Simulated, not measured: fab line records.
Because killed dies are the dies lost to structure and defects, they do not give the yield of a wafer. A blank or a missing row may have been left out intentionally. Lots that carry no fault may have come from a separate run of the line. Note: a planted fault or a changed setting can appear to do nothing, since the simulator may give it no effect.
A struck lot beside a sound one :: flow rit-cmos :: 43 out of 202 route steps
Sound: these wafers, L416.2, L416.4, L416.5. Struck: wafers L426.1, L426.5, L426.6. Last of all comes the cause.
Per side, at each step with rows, come the tool, then ch with its chambers, and then its first start. Under that, the readings that differ: sound wafers :: struck wafers :: difference of the means :: sigmas: that difference in standard deviations of wafers without a fault.
alike: same words and numbers on both sides, and readings whose means sit less than 2 such deviations apart. not compared: any withheld reading, any reading some wafer has no value for, any bound like >300 that may hide the same value, and any number with overlapping values for which the record gives no deviation.
A row with sigmas, a row that says differs or no value, or rows on one side alone: a step with any of these is where the two part. Numbers that don't overlap but have no deviation are shown without sigmas and don't part them. Lack of a reading on every wafer of one side parts them only where that side has two or more wafers.

first, 1 step without rows for these wafers: RIT_ACTIVE_OXIDATION_01 (target thk 46.8 nm, ox time 3360 s).
RIT_ACTIVE_THK_MEAS_02:
  struck on film-metro-01, day 3 19:44; sound on film-metro-02, day 1 19:05
  alike: ACTIVE_OXIDE_THK
then, 1 step without rows for these wafers: RIT_ACTIVE_CVD_03 (deposits Si3N4 from SiH2Cl2/NH3, target thk 150 nm, time 1537 s).
RIT_ACTIVE_THK_MEAS_04:
  struck on film-metro-01, day 3 21:13; sound on film-metro-04, day 1 21:02
  alike: ACTIVE_NITRIDE_THK
then, 6 steps without rows for these wafers: RIT_ACTIVE_HMDS_05 (prime time 60 s); RIT_ACTIVE_COAT_06 (resist thk 991.5 nm); RIT_ACTIVE_SOFTBAKE_07 (time 60 s); RIT_ACTIVE_EXPOSE_08 (exposes mask M1, target cd 1400 nm); RIT_ACTIVE_PEB_09; RIT_ACTIVE_DEVELOP_10 (develop time 50 s).
RIT_ACTIVE_CD_MEAS_11: target cd 1400 nm.
  struck on cd-sem-02, day 3 22:15; sound on cd-sem-02, day 1 22:21
  alike: cd-nm
then, 1 step without rows for these wafers: RIT_ACTIVE_HARDBAKE_12 (time 60 s).
RIT_ACTIVE_ETCH_13: etches Si3N4 in SF6, stops on SiO2, time 210 s, target depth 210 nm.
  sound on rie-diel-02 ch 0,2,3, day 1 22:36; struck on rie-diel-04 ch 0,1, day 3 22:31
  alike: drypump-motor-current-A, oes-product-au, throttle-valve-pct
  not compared: rf-hours-counter-h
RIT_ACTIVE_STRIP_14: strips in O2, time 180 s.
  sound on plasma-asher-03 ch 0,1, day 1 22:44; struck on plasma-asher-02 ch 0,1, day 3 22:40
reading: o2-flow-sccm (sccm)
sound: 4003 3982 3993
struck: 4020 4025 4014
difference: +27
sigmas: +2
  alike: drypump-motor-current-A
  not compared: rf-hours-counter-h
RIT_ACTIVE_CD_MEAS_90: target cd 1400 nm.
  struck on cd-sem-02, day 3 22:50; sound on cd-sem-01, day 1 22:56
  alike: cd-nm
then, 4 steps without rows for these wafers: RIT_ACTIVE_CLEAN_15 (cleans in SC1, time 600 s); RIT_ACTIVE_CLEAN_16 (cleans in dHF, time 30 s); RIT_ACTIVE_CLEAN_17 (cleans in SC2, time 600 s); RIT_FOX1_OXIDATION_00 (target thk 350.7 nm, ox time 1130 s).
RIT_FOX1_THK_MEAS_01:
  struck on film-metro-02, day 4 04:11; sound on film-metro-03, day 2 04:05
  alike: FOX1_OXIDE_THK
then, 2 steps without rows for these wafers: RIT_FOX1_WET_ETCH_02 (etches SiO2 in BOE, target depth 350 nm, time 390 s); RIT_FOX2_OXIDATION_00 (target thk 350.7 nm, ox time 1130 s).
RIT_FOX2_THK_MEAS_01:
  struck on film-metro-03, day 4 10:04; sound on film-metro-03, day 2 06:29
  alike: FOX2_OXIDE_THK
then, 2 steps without rows for these wafers: RIT_FOX2_CLEAN_02 (cleans in dHF, time 180 s); RIT_FOX2_WET_ETCH_03 (etches Si3N4 in H3PO4, target depth 195 nm, time 2700 s).
RIT_FOX2_THK_MEAS_90:
  struck on film-metro-03, day 4 10:56; sound on film-metro-01, day 2 07:22
  alike: FIELD_OXIDE_LEFT_1_THK
then, 6 steps without rows for these wafers: RIT_NWELL_HMDS_00 (prime time 58.79 s); RIT_NWELL_COAT_01 (resist thk 1300 nm); RIT_NWELL_SOFTBAKE_02 (time 60 s); RIT_NWELL_EXPOSE_03 (exposes mask M2, target cd 43900 nm); RIT_NWELL_PEB_04; RIT_NWELL_DEVELOP_05 (develop time 68 s).
RIT_NWELL_OVL_MEAS_06:
  struck on overlay-01, day 4 11:53; sound on overlay-02, day 2 08:25
  alike: NWELL_OVL
then, 2 steps without rows for these wafers: RIT_NWELL_HARDBAKE_07 (time 120 s); RIT_NWELL_IMPLANT_08.
RIT_NWELL_STRIP_09: strips in O2, time 180 s.
  sound on plasma-asher-01 ch 1, day 2 08:50; struck on plasma-asher-02 ch 0,1, day 4 12:19
  alike: drypump-motor-current-A, o2-flow-sccm
  not compared: rf-hours-counter-h
RIT_NWELL_TW_MEAS_10:
  struck on film-metro-01, day 4 12:29; sound on film-metro-04, day 2 09:01
  alike: NWELL_TW
then, 5 steps without rows for these wafers: RIT_PWELL_HMDS_00 (prime time 60 s); RIT_PWELL_COAT_01 (resist thk 1300 nm); RIT_PWELL_SOFTBAKE_02 (time 60 s); RIT_PWELL_EXPOSE_03 (exposes mask M3, target cd 43700 nm); RIT_PWELL_PEB_04.
-- the record jumps here: 2 days lie between the struck wafers' starts before and after (it left off in module PWELL and takes up again in module M1, whose first step shown is number 202 of the route) --
RIT_M1_PROBE_99:
  only the struck wafers here have rows in the record (prober-01, day 6 15:11); the sound ones have none

WHERE THEY PART
At RIT_ACTIVE_STRIP_14 first; at RIT_M1_PROBE_99 last (within this record only).

WHY: what the simulator had put in
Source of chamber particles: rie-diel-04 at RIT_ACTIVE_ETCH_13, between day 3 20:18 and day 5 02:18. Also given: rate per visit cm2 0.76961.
